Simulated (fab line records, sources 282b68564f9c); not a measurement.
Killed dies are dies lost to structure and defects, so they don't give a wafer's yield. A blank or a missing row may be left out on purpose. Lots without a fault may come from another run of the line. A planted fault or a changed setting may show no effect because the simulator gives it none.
fab line records | flow rit_cmos
record lots=5 wafers=15 last_day=7
route steps=202 shown CONTACT@172 M1@184
lots that met no fault: from a run of the same line without faults
start_h: hours from the record's first day to the start of the lot's first wafer shown | wait_h: hours since the lot's step before | " the same as in the row above | L1.1+2: a row that stands for several wafers | - no value, or no start given | * or withheld: withheld | < > ~ a bound
route shown NAME@n: a module of which the file shows steps, and the number in the route of the first | usual: mean/standard deviation of fault-free wafers | same: alike in all rows | chamber/n: place in a boat | sites: the reading at each site | _std_site: their standard deviation | _edge_site: outer sites' mean less inner sites' | radius_mm: how far each site lies from the wafer's centre | mask NAME#n: copy n | behind: the tool/chamber that last shaped the wafer | hold: why the lot was held/for how many hours/how that ended | device: the transistor (n, p or np) that didn't switch | end of line: the same wafers' tests at the end of the route | a step without rows: its recipe alone | killed: dies lost to structure and defects at the first sort, not the wafer's yield | map: a wafer's dies, x killed, . not, _ none there
set.NAME: the setting as run; set.NAME@STEP: as run at that earlier step | model.NAME: the simulator's own value behind a step, which no gauge read
lots at some steps of the route; a table a step, a row a wafer
services: from which hour (start_h, from the record's first day; less than 0 if before it) a tool's chamber was out of use, for how many hours, and why
## steps
# step RIT_CONTACT_SOFTBAKE_04
# recipe resist=NOVOLAK temp_c=90 time_s=60
# step RIT_CONTACT_EXPOSE_05
# recipe mask_id=M11 na=0.6 source_shape=conventional sigma_outer=0.5 target_cd_nm=1000 dose_mj=250
# step RIT_CONTACT_PEB_06
# recipe resist=NOVOLAK temp_c=withheld time_s=withheld
# step RIT_CONTACT_DEVELOP_07
# recipe resist=NOVOLAK develop_time_s=120 dev_temp_c=23
# step RIT_CONTACT_CD_MEAS_08
# recipe target_cd_nm=1000
# usual cd_nm=999.2/1.9
# columns lot.wafer tool chamber start_h wait_h cd_nm
L204.2 cd_sem-01 - 75.27 - 997.6
L204.3 " - " " 999.7
L204.5 " - " " 997.8
L211.1 cd_sem-02 - 108.31 - 998.8
L211.2 " - " " 998.4
L211.3 " - " " 999.2
L218.1 cd_sem-02 - 146.88 - 998.2
L218.2 " - " " 999.9
L218.4 " - " " 998.7
L219.2 cd_sem-02 - 153.53 - 995.8
L219.3 " - " " 997.2
L219.5 " - " " 999.1
L221.1 cd_sem-01 - 165.71 - 1000.2
L221.3 " - " " 1000.6
L221.5 " - " " 1000.1
# step RIT_CONTACT_OVL_MEAS_09
# usual CONTACT_OVL=0.6/1.7
# columns lot.wafer tool chamber start_h wait_h CONTACT_OVL[nm]
L204.2 overlay-02 - 75.38 0.1 1.5
L204.3 " - " " 1.1
L204.5 " - " " 2.6
L211.1 overlay-01 - 108.43 0.1 1.4
L211.2 " - " " 0.6
L211.3 " - " " 1.2
L218.1 overlay-02 - 147.00 0.1 1.0
L218.2 " - " " 0.3
L218.4 " - " " -0.7
L219.2 overlay-01 - 153.64 0.1 2.0
L219.3 " - " " -0.3
L219.5 " - " " 2.8
L221.1 overlay-01 - 165.83 0.1 -1.8
L221.3 " - " " 0.4
L221.5 " - " " -1.6
# step RIT_CONTACT_HARDBAKE_10
# recipe resist=NOVOLAK temp_c=140 time_s=60
# step RIT_CONTACT_ETCH_11
# recipe target_depth_a=4800 over_etch_frac=0.2 stop_on=TiSi2 chemistry=CHF3/CF4/Ar target=SiO2 CHF3_flow_sccm=50 cf4_flow_sccm=10 Ar_flow_sccm=100 O2_flow_sccm=5 pressure_mtorr=100 rf_w=206.7 time_s=320
# usual chamber_pressure_mTorr=100.00/0.096 drypump_motor_current_A=5.6/0.38 oes_product_au=1.000/0.015 throttle_valve_pct=8.85/0.13
# columns lot.wafer tool chamber start_h wait_h chamber_pressure_mTorr drypump_motor_current_A oes_product_au rf_hours_counter_h throttle_valve_pct
L204.2 rie_diel-03 1 75.56 0.1 99.91 5.5 1.010 142 9.08
L204.3 " 3 " " 99.87 6.0 1.013 1 8.76
L204.5 " 3 " " 100.04 5.9 1.011 - 8.75
L211.1 rie_diel-01 1 108.62 0.1 99.95 5.9 1.005 98 8.84
L211.2 " 2 " " 100.15 5.8 0.988 29 8.92
L211.3 " 0 " " 100.20 5.8 0.960 107 8.64
L218.1 rie_diel-03 0 147.19 0.1 100.13 5.8 0.986 32 8.66
L218.2 " 2 " " 99.95 5.9 0.996 61 8.97
L218.4 " 3 " " 99.95 5.9 1.007 3 8.75
L219.2 rie_diel-02 3 153.82 0.1 100.01 5.2 1.007 68 8.94
L219.3 " 0 " " 100.12 4.8 1.012 16 8.78
L219.5 " 1 " " 99.89 5.3 1.010 - 8.90
L221.1 rie_diel-03 0 166.02 0.1 99.91 5.8 0.984 33 8.66
L221.3 " 1 " " 100.03 5.5 1.011 143 9.08
L221.5 " 3 " " 100.10 5.9 1.002 - 8.74
# step RIT_CONTACT_STRIP_12
# recipe chemistry=O2 time_s=180 resist=NOVOLAK platen_temp_c=withheld power_w=500 pressure_mtorr=4000 o2_flow_sccm=4000
# usual chamber_pressure_mTorr=4000/3.7 drypump_motor_current_A=5.7/0.54
# columns lot.wafer tool chamber start_h wait_h chamber_pressure_mTorr drypump_motor_current_A rf_hours_counter_h
L204.2 plasma_asher-02 1 75.75 0.1 4004 5.2 45
L204.3 " 1 " " 4001 5.2 -
L204.5 " 1 " " 4001 5.2 -
L211.1 plasma_asher-04 1 108.81 0.1 4006 6.3 48
L211.2 " 0 " " 3999 5.5 48
L211.3 " 1 " " 3999 6.3 -
L218.1 plasma_asher-03 1 147.38 0.1 3999 5.7 37
L218.2 " 0 " " 4002 6.5 37
L218.4 " 0 " " 3997 6.5 -
L219.2 plasma_asher-03 1 154.01 0.1 4010 5.7 38
L219.3 " 1 " " 3999 5.7 -
L219.5 " 1 " " 4000 5.7 -
L221.1 plasma_asher-03 1 166.21 0.1 3997 5.6 39
L221.3 " 0 " " 4000 6.5 -
L221.5 " 1 " " 4003 5.7 -
# step RIT_CONTACT_CD_MEAS_90
# recipe target_cd_nm=1000
# usual cd_nm=999.3/2
# columns lot.wafer tool chamber start_h wait_h cd_nm
L204.2 cd_sem-02 - 75.95 0.1 997.6
L204.3 " - " " 998.9
L204.5 " - " " 997.8
L211.1 cd_sem-01 - 108.99 0.1 998.4
L211.2 " - " " 997.8
L211.3 " - " " 999.7
L218.1 cd_sem-01 - 147.56 0.1 997.9
L218.2 " - " " 1001.0
L218.4 " - " " 999.0
L219.2 cd_sem-02 - 154.21 0.1 996.2
L219.3 " - " " 997.0
L219.5 " - " " 999.3
L221.1 cd_sem-01 - 166.39 0.1 999.8
L221.3 " - " " 1001.1
L221.5 " - " " 1000.5
# step RIT_CONTACT_CLEAN_13
# recipe chemistry=SC1 mix=3:3:50 time_s=600 temp_c=75
# step RIT_CONTACT_CLEAN_14
# recipe chemistry=SC2 mix=3:3:50 time_s=600 temp_c=75 dry=n2_spin
# step RIT_M1_SPUTTER_00
# recipe material=Al target_thk_nm=400 power_w=2000 chamber_pressure_pa=0.4 gas=Ar time_s=500 substrate_temp_c=25
# usual throttle_valve_pct=30.8/1.1
# columns lot.wafer tool chamber start_h wait_h throttle_valve_pct
L204.2 pvd_sputter-04 - 76.57 0.0 28.9
L204.3 " - " " 32.0
L204.5 " - " " 32.0
L211.1 pvd_sputter-04 - 109.46 0.0 29.0
L211.2 " - " " 31.7
L211.3 " - " " 31.6
L218.1 pvd_sputter-04 - 148.22 0.0 31.8
L218.2 " - " " 29.1
L218.4 " - " " 31.9
L219.2 pvd_sputter-03 - 154.94 0.0 29.6
L219.3 " - " " 30.2
L219.5 " - " " 29.6
L221.1 pvd_sputter-03 - 166.86 0.0 31.3
L221.3 " - " " 30.1
L221.5 " - " " 29.7
# step RIT_M1_RS_MEAS_01
# recipe thk_meas_gauge=four-point-probe reads=Al_of_M1_SPUTTER_00
# usual M1_AL_RS=0.0734/0.00079
# columns lot.wafer tool chamber start_h wait_h M1_AL_RS[ohm/sq]
L204.2 film_metro-01 - 76.89 0.2 0.0722
L204.3 " - " " 0.0730
L204.5 " - " " 0.0731
L211.1 film_metro-01 - 109.75 0.1 0.0738
L211.2 " - " " 0.0745
L211.3 " - " " 0.0743
L218.1 film_metro-02 - 148.55 0.2 0.0740
L218.2 " - " " 0.0776
L218.4 " - " " 0.0736
L219.2 film_metro-02 - 155.28 0.2 0.0731
L219.3 " - " " 0.0733
L219.5 " - " " 0.0731
L221.1 film_metro-03 - 167.15 0.1 0.0733
L221.3 " - " " 0.0730
L221.5 " - " " 0.0724
# step RIT_M1_THK_MEAS_02
# recipe thk_meas_gauge=xrf reads=Al_of_M1_SPUTTER_00
# usual M1_AL_THK=397/5.2
# columns lot.wafer tool chamber start_h wait_h M1_AL_THK[nm]
L204.2 film_metro-01 - 77.00 0.1 404
L204.3 " - " " 401
L204.5 " - " " 399
L211.1 film_metro-01 - 109.87 0.1 397
L211.2 " - " " 394
L211.3 " - " " 394
L218.1 film_metro-02 - 148.67 0.1 392
L218.2 " - " " 376
L218.4 " - " " 391
L219.2 film_metro-02 - 155.39 0.1 396
L219.3 " - " " 395
L219.5 " - " " 397
L221.1 film_metro-03 - 167.27 0.1 400
L221.3 " - " " 399
L221.5 " - " " 404
# step RIT_M1_HMDS_03
# recipe prime_time_s=60 prime_temp_c=140
# step RIT_M1_PROBE_99
# usual defect_limited_yield=97.6/1.1 killed_at_contacts=0.1/0.31 killed_at_front_end=6.3/3 killed_dies=6.4/3 killed_open=3/1.9 killed_short=3.4/1.9 sort_bin_3_pad_short=0.1/0.18 sort_bin_5_function=1.4/0.78 sort_bin_6_memory=0.9/0.65 sort_n_pass=257.6/3 sort_yield_pct=97.6/1.1
# same gross_dies=264 killed_at_M0_to_M3=0 killed_at_M4_up=0 killed_at_back_side=0 killed_at_other=0
# columns lot.wafer tool chamber start_h wait_h defect_limited_yield[%] killed_at_contacts killed_at_front_end killed_dies killed_open killed_short sort_bin_3_pad_short[%] sort_bin_5_function[%] sort_bin_6_memory[%] sort_n_pass sort_yield_pct[%]
L204.2 prober-01 - 80.69 0.1 97.7 0 6 6 2 4 0.8 0.8 0.8 258.0 97.7
L204.3 prober-01 - 80.74 0.2 98.1 0 5 5 2 2 0 0.8 1.1 259.0 98.1
L204.5 prober-01 - 80.84 0.2 96.6 1 8 9 4 3 0 1.9 1.5 255.0 96.6
L211.1 prober-02 - 113.82 0.1 97.0 0 8 8 5 3 0.4 1.5 1.1 256.0 97.0
L211.2 prober-02 - 113.87 0.1 98.9 0 3 3 1 2 0 0.4 0.8 261.0 98.9
L211.3 prober-02 - 113.92 0.2 97.7 0 6 6 3 3 0 1.5 0.8 258.0 97.7
L218.1 prober-01 - 152.63 0.1 98.1 1 4 5 3 2 0 0.8 1.1 259.0 98.1
L218.2 prober-01 - 152.68 0.1 97.7 0 6 6 3 3 0 0.8 1.5 258.0 97.7
L218.4 prober-01 - 152.78 0.2 96.6 1 8 9 6 3 0.4 2.3 0.8 255.0 96.6
L219.2 prober-02 - 159.64 0.1 96.2 0 10 10 3 7 0 2.7 1.1 254.0 96.2
L219.3 prober-02 - 159.69 0.2 97.7 0 6 6 4 2 0 1.1 1.1 258.0 97.7
L219.5 prober-02 - 159.79 0.2 100.0 0 0 0 0 0 0 0 0 264.0 100.0
L221.1 prober-02 - 170.99 0.1 95.8 0 11 11 6 5 0 2.3 1.9 253.0 95.8
L221.3 prober-02 - 171.09 0.2 96.6 0 9 9 6 3 0 3.0 0.4 255.0 96.6
L221.5 prober-02 - 171.19 0.2 98.1 0 5 5 1 4 0 0 1.9 259.0 98.1
# killed by level:class
L204.2 GATE:geometric_particle:short=2 GATE:geometric_particle:open=2 SPACER:geometric_particle:short=2
L204.3 FOX2:geometric_particle:open=1 REOX:geometric_particle:short=1 SPACER:geometric_particle:open=1 SPACER:geometric_particle:short=1 PRETRO:coat_microbubble_printed=1
L204.5 GATE:geometric_particle:open=3 PRETRO:coat_microbubble_printed=2 FOX2:geometric_particle:short=1 REOX:geometric_particle:open=1 REOX:geometric_particle:short=1 CONTACT:geometric_particle:short=1
L211.1 GATE:geometric_particle:open=3 FOX1:geometric_particle:open=2 GATE:geometric_particle:short=1 SPACER:geometric_particle:short=1 SILICIDE:geometric_particle:short=1
L211.2 GATE:geometric_particle:short=2 GATE:geometric_particle:open=1
L211.3 GATE:geometric_particle:open=2 GATE:geometric_particle:short=2 FOX1:geometric_particle:open=1 SILICIDE:geometric_particle:short=1
L218.1 GATE:geometric_particle:short=2 GATE:geometric_particle:open=1 SILICIDE:geometric_particle:open=1 CONTACT:geometric_particle:open=1
L218.2 GATE:geometric_particle:short=3 GATE:geometric_particle:open=3
L218.4 GATE:geometric_particle:open=3 FOX1:geometric_particle:open=1 FOX2:geometric_particle:short=1 REOX:geometric_particle:open=1 REOX:geometric_particle:short=1 SPACER:geometric_particle:open=1 CONTACT:geometric_particle:short=1
L219.2 GATE:geometric_particle:short=5 FOX1:geometric_particle:open=1 FOX2:geometric_particle:short=1 FOX2:geometric_particle:open=1 GATE:geometric_particle:open=1 SILICIDE:geometric_particle:short=1
L219.3 GATE:geometric_particle:open=2 SILICIDE:geometric_particle:open=2 FOX1:geometric_particle:short=1 SILICIDE:geometric_particle:short=1
L221.1 SPACER:geometric_particle:open=3 FOX2:geometric_particle:short=2 REOX:geometric_particle:open=2 SPACER:geometric_particle:short=2 GATE:geometric_particle:short=1 SILICIDE:geometric_particle:open=1
L221.3 SPACER:geometric_particle:open=3 GATE:geometric_particle:short=1 GATE:geometric_particle:open=1 REOX:geometric_particle:short=1 REOX:geometric_particle:open=1 SPACER:geometric_particle:short=1 SILICIDE:geometric_particle:open=1
L221.5 GATE:geometric_particle:short=3 GATE:geometric_particle:open=1 REOX:geometric_particle:short=1
## services
# columns tool chamber start_h hours kind
plasma_asher-04 - 57.82 14.6 pm
plasma_asher-04 - 74.78 2.2 repair
plasma_asher-02 - 77.73 3.1 repair
pvd_sputter-03 - 81.87 1.9 repair
rie_diel-01 2 82.59 5.1 repair
pvd_sputter-04 - 100.32 5.5 repair
plasma_asher-04 - 114.19 2.8 repair
pvd_sputter-04 - 118.33 19.5 repair
rie_diel-03 1 118.47 9.9 repair
rie_diel-03 0 125.87 4.4 repair
plasma_asher-04 - 129.31 4.3 pm
rie_diel-02 1 136.41 - clean
rie_diel-02 1 136.41 14.1 scheduled_down
rie_diel-02 1 136.41 14.1 vent_cycle
## key
first_sign step=RIT_M1_RS_MEAS_01 reading=M1_AL_RS direction=up sigmas=5.4 usual=0.0734 struck=0.0776
effect step=RIT_M1_THK_MEAS_02 reading=M1_AL_THK direction=down sigmas=4.1 usual=397 struck=376
met_at RIT_M1_SPUTTER_00
struck_wafers L218.2
onset_between 109.46 148.22
fault kind=site_profile_drift tool=pvd_sputter-04 chamber=- onset_h=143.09 steps=RIT_M1_SPUTTER_00 basis=fraction max_abs_drift=0.11312 slope_share_per_hr=56.558 site_pattern=0,0,0,0,0,-1,-1,-1,-1 scope=struck_wafers_only
